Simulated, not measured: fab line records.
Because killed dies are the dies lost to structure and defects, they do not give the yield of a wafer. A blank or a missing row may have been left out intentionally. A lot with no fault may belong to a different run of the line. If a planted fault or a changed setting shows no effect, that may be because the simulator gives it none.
A lot that was struck, set against a sound lot :: flow rit-cmos :: 15 out of 202 route steps
Sound: the wafers L303.2, L303.3, L303.6. Wafers L312.2, L312.3, L312.4 were the ones struck. The cause is named last.
Order at every step that has rows: each side's tool, ch and its chambers, its first start. Under that, the readings that differ: sound wafers :: struck wafers :: difference of the means :: sigmas: that difference in standard deviations of wafers without a fault.
alike: readings with means less than 2 such deviations apart, plus words and numbers identical on both sides. not compared: withheld readings, readings lacking a value on some wafer, bounds such as >300 that could conceal the same value, and numbers that have no deviation in the record and whose values overlap.
The two part at a step that has a row with sigmas, a row that says differs or no value, or rows on one side only. Numbers that have no deviation but don't overlap get no sigmas and don't part them. A reading that every wafer of one side lacks parts them only if that side has two wafers or more.

RIT_M1_SPUTTER_00: material Al, target thk 400 nm, time 500 s.
  sound on pvd-sputter-03, day 4 05:05; struck on pvd-sputter-04, day 5 23:26
  alike: chamber-pressure-pa, throttle-valve-pct
RIT_M1_RS_MEAS_01: the measuring method here is four-point-probe.
  sound on film-metro-01, day 4 05:24; struck on film-metro-04, day 5 23:44
  alike: M1_AL_RS
RIT_M1_THK_MEAS_02: measures by xrf.
  sound on film-metro-01, day 4 05:31; struck on film-metro-04, day 5 23:51
  alike: M1_AL_THK
then, 6 steps without rows for these wafers: RIT_M1_HMDS_03 (prime time 60 s); RIT_M1_COAT_04 (resist thk 1300 nm); RIT_M1_SOFTBAKE_05 (time 60 s); RIT_M1_EXPOSE_06 (exposes mask M12, target cd 2600 nm); RIT_M1_PEB_07; RIT_M1_DEVELOP_08 (develop time 68 s).
RIT_M1_CD_MEAS_09 targets a cd of 2600 nm.
  sound on cd-sem-01, day 4 06:28; struck on cd-sem-02, day 6 01:05
  alike: cd-nm
RIT_M1_OVL_MEAS_10:
  sound on overlay-02, day 4 06:34; struck on overlay-01, day 6 01:12
  alike: M1_OVL
then, 1 step without rows for these wafers: RIT_M1_HARDBAKE_11 (time 120 s).
RIT_M1_METAL_ETCH_12: etches Al in Cl2/BCl3, stops on SiO2, time 165 s, target depth 600 nm.
  sound on rie-metal-04 ch 0, day 4 06:59; struck on rie-metal-04 ch 0,1, day 6 01:29
reading: oes-product-au (a.u.)
sound: 0.796 0.796 0.801
struck: 0.975 0.957 0.970
difference: +0.170
sigmas: +15

reading: run-length-s (s)
sound: 192.1 192.2 192.3
struck: 167.4 166.2 167.5
difference: -25.2
sigmas: -46

reading: throttle-valve-pct (%)
sound: 8.41 8.38 8.37
struck: 8.21 8.35 8.21
difference: -0.13
sigmas: -2

reading: model.NOVOLAK_of_M1_COAT_04.thk-nm (nm)
sound: 795.6 797.6 801.5
struck: 860.2 857.4 862
difference: +61.6
sigmas: 
  alike: drypump-motor-current-A
  not compared: rf-hours-counter-h
then, 1 step without rows for these wafers: RIT_M1_STRIP_13 (strips in nmp, time 600 s).
RIT_M1_PROBE_99:
  sound on prober-01, day 4 09:17; struck on prober-02, day 6 03:47
reading: model.etest.antenna-m1.vt-shift-v (V)
sound: -0.014 -0.01357 -0.01397
struck: -0.004683 -0.005782 -0.004734
difference: +0.008780
sigmas: 
  alike: defect-limited-yield, killed-at-contacts, killed-at-front-end, killed-dies, killed-open, killed-short, sort_bin_3_pad_short, sort_bin_5_function, sort_bin_6_memory, sort-n-pass, sort-yield-pct

## WHERE THEY PART
Within this record, at RIT_M1_METAL_ETCH_12 only. Later steps at which nothing parts them and some readings are alike: RIT_M1_PROBE_99.

WHY: what had been put in by the simulator
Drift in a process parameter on rie-metal-04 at RIT_M1_METAL_ETCH_12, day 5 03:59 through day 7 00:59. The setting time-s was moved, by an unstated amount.
